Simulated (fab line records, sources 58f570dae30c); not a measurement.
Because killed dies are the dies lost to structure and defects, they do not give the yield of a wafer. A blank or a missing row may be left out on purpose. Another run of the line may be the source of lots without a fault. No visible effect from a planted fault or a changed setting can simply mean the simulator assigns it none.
fab line records / flow berkeley_cmos170
record: lots: 6 wafers: 18 last_day: 13
route steps=331 shown NLDD@159 SPACER@171 PSD@175
lots that met no fault: taken from a fault-free run of the same line
start_h: start of the lot's first displayed wafer, in hours after the record's first day / wait_h: hours since the lot's step before / " unchanged from the row above / L1.1+2: a row that stands for several wafers / - value missing, or start not given / * or withheld: withheld / < > ~ a bound
route shown NAME@n: names a module that has steps shown in the file, with the first one's number in the route / usual: mean and standard deviation over wafers with no fault / same: alike in all rows / chamber/n: place in a boat / sites: each site's reading / _std_site: standard deviation of those values / _edge_site: inner sites' mean taken away from outer sites' mean / radius_mm: how far each site lies from the wafer's centre / mask NAME#n: copy n / behind: the most recent tool/chamber to have shaped the wafer / hold: what put the lot on hold/how long, in hours/how the hold closed / device: which transistor (n, p or np) failed to switch / end of line: at the end of the route, the tests of the same wafers / where a step has no rows: the recipe by itself / killed: count of dies lost to structure and defects at first sort (not the wafer's yield) / map: the dies of a wafer, with x for killed, . for not killed, _ for no die there
set.NAME: the setting that was run; set.NAME@STEP: the one run at that earlier step / model.NAME: the simulator's own value behind a step, which no gauge read
certain route steps with their lots: each step a table, each wafer a row
services: a tool's chamber out of use, with start hour (start_h, from the record's first day; less than 0 if before it), hours out, and reason
== steps ==
step: UCB170_NLDD_COAT_01
recipe: resist: KrF spin_rpm: 1500 resist_thk_nm: 900
step: UCB170_NLDD_SOFTBAKE_02
recipe: resist: KrF temp_c: 130 time_s: 60
step: UCB170_NLDD_EXPOSE_03
recipe: mask_id: NSELECT na: 0.5 sigma_outer: 0.6 source_shape: conventional target_cd_nm: 1200 dose_mj: 30
step: UCB170_NLDD_PEB_04
recipe: peb_temp_c: 130 peb_time_s: withheld resist: KrF
step: UCB170_NLDD_DEVELOP_05
recipe: developer: TMAH develop_time_s: 45 resist: KrF dev_temp_c: 21
step: UCB170_NLDD_CD_MEAS_06
recipe: target_cd_nm: 1200
usual: cd_nm: 1200.0/1.1
lot.wafer=L871.1 tool=cd_sem-02 chamber=- start_h=150.55 wait_h=- cd_nm=1201.1
lot.wafer=L871.3 tool=cd_sem-02 chamber=- start_h=150.55 wait_h=- cd_nm=1201.0
lot.wafer=L871.6 tool=cd_sem-02 chamber=- start_h=150.55 wait_h=- cd_nm=1201.7
lot.wafer=L877.1 tool=cd_sem-02 chamber=- start_h=202.21 wait_h=- cd_nm=1200.2
lot.wafer=L877.4 tool=cd_sem-02 chamber=- start_h=202.21 wait_h=- cd_nm=1200.1
lot.wafer=L877.5 tool=cd_sem-02 chamber=- start_h=202.21 wait_h=- cd_nm=1200.5
lot.wafer=L888.1 tool=cd_sem-02 chamber=- start_h=262.20 wait_h=- cd_nm=1200.8
lot.wafer=L888.5 tool=cd_sem-02 chamber=- start_h=262.20 wait_h=- cd_nm=1199.8
lot.wafer=L888.6 tool=cd_sem-02 chamber=- start_h=262.20 wait_h=- cd_nm=1198.9
lot.wafer=L891.1 tool=cd_sem-02 chamber=- start_h=274.23 wait_h=- cd_nm=1201.3
lot.wafer=L891.3 tool=cd_sem-02 chamber=- start_h=274.23 wait_h=- cd_nm=1199.6
lot.wafer=L891.4 tool=cd_sem-02 chamber=- start_h=274.23 wait_h=- cd_nm=1201.3
lot.wafer=L892.1 tool=cd_sem-02 chamber=- start_h=274.65 wait_h=- cd_nm=1199.8
lot.wafer=L892.4 tool=cd_sem-02 chamber=- start_h=274.65 wait_h=- cd_nm=1198.5
lot.wafer=L892.6 tool=cd_sem-02 chamber=- start_h=274.65 wait_h=- cd_nm=1199.9
lot.wafer=L890.1 tool=cd_sem-01 chamber=- start_h=274.78 wait_h=- cd_nm=1199.1
lot.wafer=L890.4 tool=cd_sem-01 chamber=- start_h=274.78 wait_h=- cd_nm=1197.6
lot.wafer=L890.6 tool=cd_sem-01 chamber=- start_h=274.78 wait_h=- cd_nm=1199.7
step: UCB170_NLDD_OVL_MEAS_07
usual: NLDD_OVL: -2/6.6
lot.wafer=L871.1 tool=overlay-01 chamber=- start_h=150.67 wait_h=0.1 NLDD_OVL[nm]=-3
lot.wafer=L871.3 tool=overlay-01 chamber=- start_h=150.67 wait_h=0.1 NLDD_OVL[nm]=-2
lot.wafer=L871.6 tool=overlay-01 chamber=- start_h=150.67 wait_h=0.1 NLDD_OVL[nm]=-11
lot.wafer=L877.1 tool=overlay-02 chamber=- start_h=202.33 wait_h=0.1 NLDD_OVL[nm]=0
lot.wafer=L877.4 tool=overlay-02 chamber=- start_h=202.33 wait_h=0.1 NLDD_OVL[nm]=-10
lot.wafer=L877.5 tool=overlay-02 chamber=- start_h=202.33 wait_h=0.1 NLDD_OVL[nm]=0
lot.wafer=L888.1 tool=overlay-02 chamber=- start_h=262.32 wait_h=0.1 NLDD_OVL[nm]=-6
lot.wafer=L888.5 tool=overlay-02 chamber=- start_h=262.32 wait_h=0.1 NLDD_OVL[nm]=-8
lot.wafer=L888.6 tool=overlay-02 chamber=- start_h=262.32 wait_h=0.1 NLDD_OVL[nm]=-1
lot.wafer=L891.1 tool=overlay-02 chamber=- start_h=274.35 wait_h=0.1 NLDD_OVL[nm]=-11
lot.wafer=L891.3 tool=overlay-02 chamber=- start_h=274.35 wait_h=0.1 NLDD_OVL[nm]=-6
lot.wafer=L891.4 tool=overlay-02 chamber=- start_h=274.35 wait_h=0.1 NLDD_OVL[nm]=0
lot.wafer=L892.1 tool=overlay-02 chamber=- start_h=274.77 wait_h=0.1 NLDD_OVL[nm]=-8
lot.wafer=L892.4 tool=overlay-02 chamber=- start_h=274.77 wait_h=0.1 NLDD_OVL[nm]=-4
lot.wafer=L892.6 tool=overlay-02 chamber=- start_h=274.77 wait_h=0.1 NLDD_OVL[nm]=-3
lot.wafer=L890.1 tool=overlay-01 chamber=- start_h=274.90 wait_h=0.1 NLDD_OVL[nm]=-4
lot.wafer=L890.4 tool=overlay-01 chamber=- start_h=274.90 wait_h=0.1 NLDD_OVL[nm]=0
lot.wafer=L890.6 tool=overlay-01 chamber=- start_h=274.90 wait_h=0.1 NLDD_OVL[nm]=0
step: UCB170_NLDD_IMPLANT_08
recipe: species: As dose_cm2: 5e+13 energy_kev: 30 tilt_deg: 7 rotation_deg: 0
step: UCB170_NLDD_IMPLANT_09
recipe: species: As dose_cm2: 5e+13 energy_kev: 30 tilt_deg: 7 rotation_deg: 180
step: UCB170_NLDD_STRIP_10
recipe: chemistry: O2 power_w: 400 pressure_mtorr: 3500 platen_temp_c: withheld o2_flow_sccm: 400 overash_fraction: 0.5
usual: drypump_motor_current_A: 5.7/0.56 oes_product_au: 0.734/0.0052 strip_time_to_endpoint_s: 21.66/0.073
lot.wafer=L871.1 tool=plasma_asher-03 chamber=0 start_h=151.00 wait_h=0.1 drypump_motor_current_A=4.9 oes_product_au=0.735 rf_hours_counter_h=48 strip_time_to_endpoint_s=21.64
lot.wafer=L871.3 tool=plasma_asher-03 chamber=1 start_h=151.00 wait_h=0.1 drypump_motor_current_A=5.3 oes_product_au=0.735 rf_hours_counter_h=- strip_time_to_endpoint_s=21.74
lot.wafer=L871.6 tool=plasma_asher-03 chamber=1 start_h=151.00 wait_h=0.1 drypump_motor_current_A=5.3 oes_product_au=0.725 rf_hours_counter_h=- strip_time_to_endpoint_s=21.60
lot.wafer=L877.1 tool=plasma_asher-03 chamber=0 start_h=202.66 wait_h=0.1 drypump_motor_current_A=4.9 oes_product_au=0.744 rf_hours_counter_h=53 strip_time_to_endpoint_s=21.58
lot.wafer=L877.4 tool=plasma_asher-03 chamber=0 start_h=202.66 wait_h=0.1 drypump_motor_current_A=4.9 oes_product_au=0.725 rf_hours_counter_h=- strip_time_to_endpoint_s=21.51
lot.wafer=L877.5 tool=plasma_asher-03 chamber=0 start_h=202.66 wait_h=0.1 drypump_motor_current_A=4.9 oes_product_au=0.727 rf_hours_counter_h=- strip_time_to_endpoint_s=21.55
lot.wafer=L888.1 tool=plasma_asher-03 chamber=0 start_h=262.66 wait_h=0.1 drypump_motor_current_A=4.9 oes_product_au=0.731 rf_hours_counter_h=60 strip_time_to_endpoint_s=21.61
lot.wafer=L888.5 tool=plasma_asher-03 chamber=1 start_h=262.66 wait_h=0.1 drypump_motor_current_A=5.4 oes_product_au=0.724 rf_hours_counter_h=- strip_time_to_endpoint_s=21.66
lot.wafer=L888.6 tool=plasma_asher-03 chamber=0 start_h=262.66 wait_h=0.1 drypump_motor_current_A=4.9 oes_product_au=0.738 rf_hours_counter_h=- strip_time_to_endpoint_s=21.57
lot.wafer=L891.1 tool=plasma_asher-04 chamber=0 start_h=274.69 wait_h=0.1 drypump_motor_current_A=6.4 oes_product_au=0.737 rf_hours_counter_h=16 strip_time_to_endpoint_s=21.74
lot.wafer=L891.3 tool=plasma_asher-04 chamber=1 start_h=274.69 wait_h=0.1 drypump_motor_current_A=5.9 oes_product_au=0.738 rf_hours_counter_h=- strip_time_to_endpoint_s=21.75
lot.wafer=L891.4 tool=plasma_asher-04 chamber=0 start_h=274.69 wait_h=0.1 drypump_motor_current_A=6.4 oes_product_au=0.730 rf_hours_counter_h=- strip_time_to_endpoint_s=21.64
lot.wafer=L892.1 tool=plasma_asher-04 chamber=0 start_h=275.10 wait_h=0.1 drypump_motor_current_A=6.4 oes_product_au=0.737 rf_hours_counter_h=16 strip_time_to_endpoint_s=21.64
lot.wafer=L892.4 tool=plasma_asher-04 chamber=1 start_h=275.10 wait_h=0.1 drypump_motor_current_A=5.9 oes_product_au=0.737 rf_hours_counter_h=- strip_time_to_endpoint_s=21.76
lot.wafer=L892.6 tool=plasma_asher-04 chamber=0 start_h=275.10 wait_h=0.1 drypump_motor_current_A=6.4 oes_product_au=0.738 rf_hours_counter_h=- strip_time_to_endpoint_s=21.75
lot.wafer=L890.1 tool=plasma_asher-01 chamber=1 start_h=275.24 wait_h=0.1 drypump_motor_current_A=5.6 oes_product_au=0.735 rf_hours_counter_h=53 strip_time_to_endpoint_s=21.58
lot.wafer=L890.4 tool=plasma_asher-01 chamber=0 start_h=275.24 wait_h=0.1 drypump_motor_current_A=6.4 oes_product_au=0.744 rf_hours_counter_h=- strip_time_to_endpoint_s=21.59
lot.wafer=L890.6 tool=plasma_asher-01 chamber=1 start_h=275.24 wait_h=0.1 drypump_motor_current_A=5.6 oes_product_au=0.737 rf_hours_counter_h=- strip_time_to_endpoint_s=21.54
step: UCB170_NLDD_TW_MEAS_11
usual: NLDD_TW: 2219/11
lot.wafer=L871.1 tool=film_metro-02 chamber=- start_h=151.10 wait_h=0.1 NLDD_TW=2210
lot.wafer=L871.3 tool=film_metro-02 chamber=- start_h=151.10 wait_h=0.1 NLDD_TW=2206
lot.wafer=L871.6 tool=film_metro-02 chamber=- start_h=151.10 wait_h=0.1 NLDD_TW=2208
lot.wafer=L877.1 tool=film_metro-04 chamber=- start_h=202.76 wait_h=0.1 NLDD_TW=2231
lot.wafer=L877.4 tool=film_metro-04 chamber=- start_h=202.76 wait_h=0.1 NLDD_TW=2223
lot.wafer=L877.5 tool=film_metro-04 chamber=- start_h=202.76 wait_h=0.1 NLDD_TW=2219
lot.wafer=L888.1 tool=film_metro-04 chamber=- start_h=262.76 wait_h=0.1 NLDD_TW=2226
lot.wafer=L888.5 tool=film_metro-04 chamber=- start_h=262.76 wait_h=0.1 NLDD_TW=2223
lot.wafer=L888.6 tool=film_metro-04 chamber=- start_h=262.76 wait_h=0.1 NLDD_TW=2224
lot.wafer=L891.1 tool=film_metro-04 chamber=- start_h=274.79 wait_h=0.1 NLDD_TW=2228
lot.wafer=L891.3 tool=film_metro-04 chamber=- start_h=274.79 wait_h=0.1 NLDD_TW=2225
lot.wafer=L891.4 tool=film_metro-04 chamber=- start_h=274.79 wait_h=0.1 NLDD_TW=2231
lot.wafer=L892.1 tool=film_metro-01 chamber=- start_h=275.20 wait_h=0.1 NLDD_TW=2208
lot.wafer=L892.4 tool=film_metro-01 chamber=- start_h=275.20 wait_h=0.1 NLDD_TW=2214
lot.wafer=L892.6 tool=film_metro-01 chamber=- start_h=275.20 wait_h=0.1 NLDD_TW=2217
lot.wafer=L890.1 tool=film_metro-04 chamber=- start_h=275.34 wait_h=0.1 NLDD_TW=2223
lot.wafer=L890.4 tool=film_metro-04 chamber=- start_h=275.34 wait_h=0.1 NLDD_TW=2216
lot.wafer=L890.6 tool=film_metro-04 chamber=- start_h=275.34 wait_h=0.1 NLDD_TW=2228
step: UCB170_NLDD_CLEAN_12
recipe: chemistry: SPM temp_c: 120 time_s: 600
step: UCB170_SPACER_CVD_00
recipe: material: SiO2 target_thk_nm: 376 temp_c: 390 precursor: TEOS/O2 time_s: 47 rf_w: 550 pressure_mtorr: 9000
usual: heater_power_w: 255/56 pressure_mtorr: 9000/16 rf_fwd_power_W: 544.2/2.1
lot.wafer=L871.1 tool=pecvd-02 chamber=2 start_h=151.52 wait_h=0.0 heater_power_w=284 pressure_mtorr=8999 rf_fwd_power_W=544.8 model.SiO2_of_SPACER_CVD_00.thk_nm=374.1
lot.wafer=L871.3 tool=pecvd-02 chamber=1 start_h=151.52 wait_h=0.0 heater_power_w=186 pressure_mtorr=8982 rf_fwd_power_W=545.8 model.SiO2_of_SPACER_CVD_00.thk_nm=371.8
lot.wafer=L871.6 tool=pecvd-02 chamber=0 start_h=151.52 wait_h=0.0 heater_power_w=241 pressure_mtorr=8989 rf_fwd_power_W=546.8 model.SiO2_of_SPACER_CVD_00.thk_nm=377.7
lot.wafer=L877.1 tool=pecvd-04 chamber=1 start_h=203.01 wait_h=0.0 heater_power_w=301 pressure_mtorr=9017 rf_fwd_power_W=540.0 model.SiO2_of_SPACER_CVD_00.thk_nm=379.9
lot.wafer=L877.4 tool=pecvd-04 chamber=0 start_h=203.01 wait_h=0.0 heater_power_w=223 pressure_mtorr=8986 rf_fwd_power_W=545.8 model.SiO2_of_SPACER_CVD_00.thk_nm=381.8
lot.wafer=L877.5 tool=pecvd-04 chamber=1 start_h=203.01 wait_h=0.0 heater_power_w=310 pressure_mtorr=9017 rf_fwd_power_W=539.5 model.SiO2_of_SPACER_CVD_00.thk_nm=389
lot.wafer=L888.1 tool=pecvd-04 chamber=0 start_h=264.69 wait_h=0.0 heater_power_w=227 pressure_mtorr=9018 rf_fwd_power_W=765.2 model.SiO2_of_SPACER_CVD_00.thk_nm=412.1
lot.wafer=L888.5 tool=pecvd-04 chamber=1 start_h=264.69 wait_h=0.0 heater_power_w=221 pressure_mtorr=9018 rf_fwd_power_W=762.8 model.SiO2_of_SPACER_CVD_00.thk_nm=420.1
lot.wafer=L888.6 tool=pecvd-04 chamber=0 start_h=264.69 wait_h=0.0 heater_power_w=237 pressure_mtorr=8988 rf_fwd_power_W=764.7 model.SiO2_of_SPACER_CVD_00.thk_nm=416.2
lot.wafer=L891.1 tool=pecvd-02 chamber=2 start_h=275.02 wait_h=0.0 heater_power_w=217 pressure_mtorr=9014 rf_fwd_power_W=545.8 model.SiO2_of_SPACER_CVD_00.thk_nm=376.4
lot.wafer=L891.3 tool=pecvd-02 chamber=2 start_h=275.02 wait_h=0.0 heater_power_w=221 pressure_mtorr=9023 rf_fwd_power_W=541.4 model.SiO2_of_SPACER_CVD_00.thk_nm=381
lot.wafer=L891.4 tool=pecvd-02 chamber=0 start_h=275.02 wait_h=0.0 heater_power_w=299 pressure_mtorr=9007 rf_fwd_power_W=547.0 model.SiO2_of_SPACER_CVD_00.thk_nm=382.2
lot.wafer=L892.1 tool=pecvd-03 chamber=2 start_h=275.44 wait_h=0.0 heater_power_w=197 pressure_mtorr=8990 rf_fwd_power_W=544.3 model.SiO2_of_SPACER_CVD_00.thk_nm=374
lot.wafer=L892.4 tool=pecvd-03 chamber=2 start_h=275.44 wait_h=0.0 heater_power_w=199 pressure_mtorr=8986 rf_fwd_power_W=542.4 model.SiO2_of_SPACER_CVD_00.thk_nm=381
lot.wafer=L892.6 tool=pecvd-03 chamber=1 start_h=275.44 wait_h=0.0 heater_power_w=290 pressure_mtorr=8992 rf_fwd_power_W=544.6 model.SiO2_of_SPACER_CVD_00.thk_nm=384.2
lot.wafer=L890.1 tool=pecvd-04 chamber=1 start_h=275.57 wait_h=0.0 heater_power_w=226 pressure_mtorr=9010 rf_fwd_power_W=760.0 model.SiO2_of_SPACER_CVD_00.thk_nm=415.3
lot.wafer=L890.4 tool=pecvd-04 chamber=1 start_h=275.57 wait_h=0.0 heater_power_w=240 pressure_mtorr=8984 rf_fwd_power_W=757.4 model.SiO2_of_SPACER_CVD_00.thk_nm=424.6
lot.wafer=L890.6 tool=pecvd-04 chamber=0 start_h=275.57 wait_h=0.0 heater_power_w=146 pressure_mtorr=9000 rf_fwd_power_W=761.2 model.SiO2_of_SPACER_CVD_00.thk_nm=422.1
step: UCB170_SPACER_THK_MEAS_01
recipe: reads: SiO2_of_SPACER_CVD_00
usual: SPACER_TEOS_THK: 377/5.1
lot.wafer=L871.1 tool=film_metro-03 chamber=- start_h=151.56 wait_h=0.0 SPACER_TEOS_THK[nm]=374
lot.wafer=L871.3 tool=film_metro-03 chamber=- start_h=151.56 wait_h=0.0 SPACER_TEOS_THK[nm]=372
lot.wafer=L871.6 tool=film_metro-03 chamber=- start_h=151.56 wait_h=0.0 SPACER_TEOS_THK[nm]=378
lot.wafer=L877.1 tool=film_metro-04 chamber=- start_h=203.06 wait_h=0.0 SPACER_TEOS_THK[nm]=380
lot.wafer=L877.4 tool=film_metro-04 chamber=- start_h=203.06 wait_h=0.0 SPACER_TEOS_THK[nm]=382
lot.wafer=L877.5 tool=film_metro-04 chamber=- start_h=203.06 wait_h=0.0 SPACER_TEOS_THK[nm]=389
lot.wafer=L888.1 tool=film_metro-03 chamber=- start_h=264.73 wait_h=0.0 SPACER_TEOS_THK[nm]=412
lot.wafer=L888.5 tool=film_metro-03 chamber=- start_h=264.73 wait_h=0.0 SPACER_TEOS_THK[nm]=420
lot.wafer=L888.6 tool=film_metro-03 chamber=- start_h=264.73 wait_h=0.0 SPACER_TEOS_THK[nm]=416
lot.wafer=L891.1 tool=film_metro-03 chamber=- start_h=275.09 wait_h=0.0 SPACER_TEOS_THK[nm]=376
lot.wafer=L891.3 tool=film_metro-03 chamber=- start_h=275.09 wait_h=0.0 SPACER_TEOS_THK[nm]=381
lot.wafer=L891.4 tool=film_metro-03 chamber=- start_h=275.09 wait_h=0.0 SPACER_TEOS_THK[nm]=383
lot.wafer=L892.1 tool=film_metro-03 chamber=- start_h=275.48 wait_h=0.0 SPACER_TEOS_THK[nm]=374
lot.wafer=L892.4 tool=film_metro-03 chamber=- start_h=275.48 wait_h=0.0 SPACER_TEOS_THK[nm]=381
lot.wafer=L892.6 tool=film_metro-03 chamber=- start_h=275.48 wait_h=0.0 SPACER_TEOS_THK[nm]=384
lot.wafer=L890.1 tool=film_metro-03 chamber=- start_h=275.62 wait_h=0.0 SPACER_TEOS_THK[nm]=415
lot.wafer=L890.4 tool=film_metro-03 chamber=- start_h=275.62 wait_h=0.0 SPACER_TEOS_THK[nm]=424
lot.wafer=L890.6 tool=film_metro-03 chamber=- start_h=275.62 wait_h=0.0 SPACER_TEOS_THK[nm]=422
step: UCB170_SPACER_ANNEAL_02
recipe: temp_c: 900 time_s: 1800 ambient: N2
step: UCB170_SPACER_ETCHBACK_03
recipe: stop_on: Si target: SiO2 chemistry: CHF3/CF4/Ar CHF3_flow_sccm: 50 cf4_flow_sccm: 10 Ar_flow_sccm: 120 pressure_mtorr: 200 rf_w: 500 target_depth_a: 3760 time_s: 100
usual: drypump_motor_current_A: 5.8/0.34 oes_product_au: 0.899/0.02 throttle_valve_pct: 6.48/0.077
lot.wafer=L871.1 tool=rie_diel-01 chamber=1 start_h=161.75 wait_h=0.0 drypump_motor_current_A=5.5 oes_product_au=0.900 rf_hours_counter_h=12 throttle_valve_pct=6.55 model.etch.depth_nm=374.1
lot.wafer=L871.3 tool=rie_diel-01 chamber=3 start_h=161.75 wait_h=0.0 drypump_motor_current_A=5.9 oes_product_au=0.893 rf_hours_counter_h=6 throttle_valve_pct=6.40 model.etch.depth_nm=371.8
lot.wafer=L871.6 tool=rie_diel-01 chamber=1 start_h=161.75 wait_h=0.0 drypump_motor_current_A=5.5 oes_product_au=0.908 rf_hours_counter_h=- throttle_valve_pct=6.56 model.etch.depth_nm=377.7
lot.wafer=L877.1 tool=rie_diel-02 chamber=1 start_h=209.36 wait_h=0.0 drypump_motor_current_A=5.7 oes_product_au=0.883 rf_hours_counter_h=62 throttle_valve_pct=6.50 model.etch.depth_nm=379.9
lot.wafer=L877.4 tool=rie_diel-02 chamber=0 start_h=209.36 wait_h=0.0 drypump_motor_current_A=5.4 oes_product_au=0.922 rf_hours_counter_h=9 throttle_valve_pct=6.34 model.etch.depth_nm=381.8
lot.wafer=L877.5 tool=rie_diel-02 chamber=3 start_h=209.36 wait_h=0.0 drypump_motor_current_A=5.8 oes_product_au=0.948 rf_hours_counter_h=- throttle_valve_pct=6.53 model.etch.depth_nm=389
lot.wafer=L888.1 tool=rie_diel-02 chamber=0 start_h=270.53 wait_h=0.0 drypump_motor_current_A=5.4 oes_product_au=0.975 rf_hours_counter_h=12 throttle_valve_pct=6.34 model.etch.depth_nm=412.1
lot.wafer=L888.5 tool=rie_diel-02 chamber=2 start_h=270.53 wait_h=0.0 drypump_motor_current_A=6.1 oes_product_au=0.957 rf_hours_counter_h=- throttle_valve_pct=6.46 model.etch.depth_nm=419.8
lot.wafer=L888.6 tool=rie_diel-02 chamber=3 start_h=270.53 wait_h=0.0 drypump_motor_current_A=5.8 oes_product_au=0.978 rf_hours_counter_h=- throttle_valve_pct=6.54 model.etch.depth_nm=416
lot.wafer=L891.1 tool=rie_diel-02 chamber=1 start_h=282.23 wait_h=0.0 drypump_motor_current_A=5.7 oes_product_au=0.872 rf_hours_counter_h=65 throttle_valve_pct=6.49 model.etch.depth_nm=376.4
lot.wafer=L891.3 tool=rie_diel-02 chamber=3 start_h=282.23 wait_h=0.0 drypump_motor_current_A=5.8 oes_product_au=0.935 rf_hours_counter_h=24 throttle_valve_pct=6.53 model.etch.depth_nm=381
lot.wafer=L891.4 tool=rie_diel-02 chamber=2 start_h=282.23 wait_h=0.0 drypump_motor_current_A=6.0 oes_product_au=0.893 rf_hours_counter_h=10 throttle_valve_pct=6.46 model.etch.depth_nm=382.2
lot.wafer=L892.1 tool=rie_diel-03 chamber=2 start_h=282.23 wait_h=0.0 drypump_motor_current_A=6.4 oes_product_au=0.880 rf_hours_counter_h=133 throttle_valve_pct=6.60 model.etch.depth_nm=374
lot.wafer=L892.4 tool=rie_diel-03 chamber=3 start_h=282.23 wait_h=0.0 drypump_motor_current_A=6.0 oes_product_au=0.932 rf_hours_counter_h=5 throttle_valve_pct=6.38 model.etch.depth_nm=381
lot.wafer=L892.6 tool=rie_diel-03 chamber=2 start_h=282.23 wait_h=0.0 drypump_motor_current_A=6.4 oes_product_au=0.897 rf_hours_counter_h=- throttle_valve_pct=6.58 model.etch.depth_nm=384.2
lot.wafer=L890.1 tool=rie_diel-02 chamber=0 start_h=282.30 wait_h=0.1 drypump_motor_current_A=5.4 oes_product_au=0.971 rf_hours_counter_h=12 throttle_valve_pct=6.35 model.etch.depth_nm=415.3
lot.wafer=L890.4 tool=rie_diel-02 chamber=1 start_h=282.30 wait_h=0.1 drypump_motor_current_A=5.7 oes_product_au=0.948 rf_hours_counter_h=65 throttle_valve_pct=6.50 model.etch.depth_nm=424.6
lot.wafer=L890.6 tool=rie_diel-02 chamber=2 start_h=282.30 wait_h=0.1 drypump_motor_current_A=6.0 oes_product_au=0.955 rf_hours_counter_h=- throttle_valve_pct=6.45 model.etch.depth_nm=417.7
step: UCB170_PSD_HMDS_00
recipe: prime_time_s: 60 prime_temp_c: 100
== services ==
tool=pecvd-04 chamber=2 start_h=130.50 hours=18.6 kind=repair
tool=pecvd-02 chamber=- start_h=135.50 hours=14.0 kind=pm
tool=pecvd-02 chamber=0 start_h=135.50 hours=14.0 kind=vent_cycle
tool=pecvd-02 chamber=1 start_h=135.50 hours=14.0 kind=vent_cycle
tool=pecvd-02 chamber=2 start_h=135.50 hours=14.0 kind=vent_cycle
tool=rie_diel-02 chamber=0 start_h=143.05 hours=3.2 kind=repair
tool=pecvd-02 chamber=0 start_h=149.50 hours=- kind=clean
tool=pecvd-02 chamber=1 start_h=149.50 hours=- kind=clean
tool=pecvd-02 chamber=2 start_h=149.50 hours=- kind=clean
tool=plasma_asher-03 chamber=- start_h=158.02 hours=0.4 kind=repair
tool=rie_diel-01 chamber=3 start_h=167.09 hours=38.1 kind=repair
tool=rie_diel-03 chamber=2 start_h=175.45 hours=9.5 kind=repair
tool=pecvd-04 chamber=- start_h=178.00 hours=0.8 kind=pm
tool=rie_diel-01 chamber=- start_h=192.08 hours=0.3 kind=repair
tool=rie_diel-01 chamber=3 start_h=225.61 hours=27.8 kind=repair
tool=pecvd-03 chamber=- start_h=242.50 hours=14.0 kind=pm
tool=pecvd-02 chamber=- start_h=261.09 hours=0.9 kind=repair
tool=rie_diel-01 chamber=1 start_h=266.80 hours=3.2 kind=repair
tool=pecvd-02 chamber=1 start_h=267.47 hours=20.5 kind=repair
tool=pecvd-02 chamber=- start_h=267.81 hours=0.4 kind=repair
tool=plasma_asher-03 chamber=- start_h=275.16 hours=2.8 kind=pm
tool=rie_diel-01 chamber=- start_h=276.00 hours=38.0 kind=repair
tool=pecvd-02 chamber=0 start_h=276.55 hours=19.3 kind=repair
tool=pecvd-03 chamber=2 start_h=278.89 hours=19.1 kind=repair
== key ==
first_sign: step: UCB170_SPACER_CVD_00 reading: rf_fwd_power_W direction: up sigmas: 99+ usual: 544.2 struck: 761.9
effect: step: UCB170_SPACER_THK_MEAS_01 reading: SPACER_TEOS_THK direction: up sigmas: 8.1 usual: 377 struck: 418
effect: step: UCB170_SPACER_ETCHBACK_03 reading: oes_product_au direction: up sigmas: 3.3 usual: 0.899 struck: 0.964
model_effect: step: UCB170_SPACER_CVD_00 value: SiO2_of_SPACER_CVD_00.thk_nm without: 378.4 struck: 418.4
model_effect: step: UCB170_SPACER_ETCHBACK_03 value: etch.depth_nm without: 378.4 struck: 417.6
met_at UCB170_SPACER_CVD_00
struck_wafers L888.1,L888.5,L888.6,L890.1,L890.4,L890.6
later_rows_left_out L888.6,L890.6
sort_left_out L888.1,L888.5,L888.6,L890.1,L890.4,L890.6
tester_left_out L888,L890
onset_between 203.01 264.69
fault: kind: process_parameter_drift tool: pecvd-04 chamber: - onset_h: 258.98 steps: UCB170_SPACER_CVD_00 channel: rf_w offset: 220 shape: step end_h: 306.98 acts_in: these_recipes_only stated: 550
tester_left_out: of these lots the tester's yield and bins aren't shown, on N5 and GAA mostly nor the transistor test; their killed dies are dies lost to structure and defects alone, not to doping, threshold or leakage, so they don't give the yield
sort_left_out: the simulated sort isn't trusted on such a fault, so these wafers' sort isn't shown, and their yield isn't known
later_rows_left_out: the simulator's readings of these wafers behind a module that went badly wrong aren't trusted and aren't shown, but for the sort
